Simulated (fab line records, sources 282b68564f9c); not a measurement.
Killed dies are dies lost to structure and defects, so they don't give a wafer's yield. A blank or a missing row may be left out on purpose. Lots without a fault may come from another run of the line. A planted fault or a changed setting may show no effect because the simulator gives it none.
Which tool did it? | flow rit_cmos | 7 lots, 21 wafers sampled, at 2 steps of a route of 202

WHAT THE GAUGES READ, wafer by wafer
RIT_FOX1_THK_MEAS_01.
lot  | measured    | on            | FOX1_OXIDE_THK (nm)
L272 | day 2 04:23 | film_metro-03 | 354 353 355
L274 | day 2 13:53 | film_metro-01 | 359 357 354
L278 | day 3 13:01 | film_metro-01 | 362 360 357
L280 | day 3 21:04 | film_metro-04 | 347 348 350
L283 | day 4 10:57 | film_metro-03 | 286 285 281
L289 | day 5 19:21 | film_metro-01 | 350 352 355
L293 | day 6 21:19 | film_metro-01 | 349 345 342

WHICH TOOL RAN EACH LOT (tool, then ch and the chambers of the sampled wafers, then the start)
lot  | RIT_FOX1_OXIDATION_00
L272 | furnace-01 ch 0, day 2 03:03
L274 | furnace-03 ch 0, day 2 12:33
L278 | furnace-01 ch 0, day 3 11:43
L280 | furnace-04 ch 0, day 3 19:45
L283 | furnace-04 ch 0, day 4 09:38
L289 | furnace-03 ch 0, day 5 18:01
L293 | furnace-01 ch 0, day 6 19:59
- RIT_FOX1_OXIDATION_00: target thk 350.7 nm, ox time 1130 s.

THE ANSWER, worked out from the rows above alone
Rule: what is usual is taken from the lots themselves. Put in order of their means at a reading, lots are off if they are a third of the lots or fewer, leave a main group of 4 or more, and stand apart from it by a gap of 3 or more times the standard deviation of the main group's means; of several such gaps the widest counts. A main group whose means are all the same, to the digits that the tables above print for the reading, isn't used. A lot without any number at a reading at which 4 lots or more have one is off too. The other lots that the step has rows for count as sound.
Off: L283, at RIT_FOX1_THK_MEAS_01 (FOX1_OXIDE_THK). The main group: mean 353 nm, standard deviation 4.8.
A tool fits if, at a process step before that reading, it ran every lot that is off, and no sound lot after the first of them. The gauges at RIT_FOX1_THK_MEAS_01 are tried like those tools. Can't be told from this: 2 tools fit, furnace-04 at RIT_FOX1_OXIDATION_00, film_metro-03 at RIT_FOX1_THK_MEAS_01.

WHAT THE SIMULATOR HAD PUT IN
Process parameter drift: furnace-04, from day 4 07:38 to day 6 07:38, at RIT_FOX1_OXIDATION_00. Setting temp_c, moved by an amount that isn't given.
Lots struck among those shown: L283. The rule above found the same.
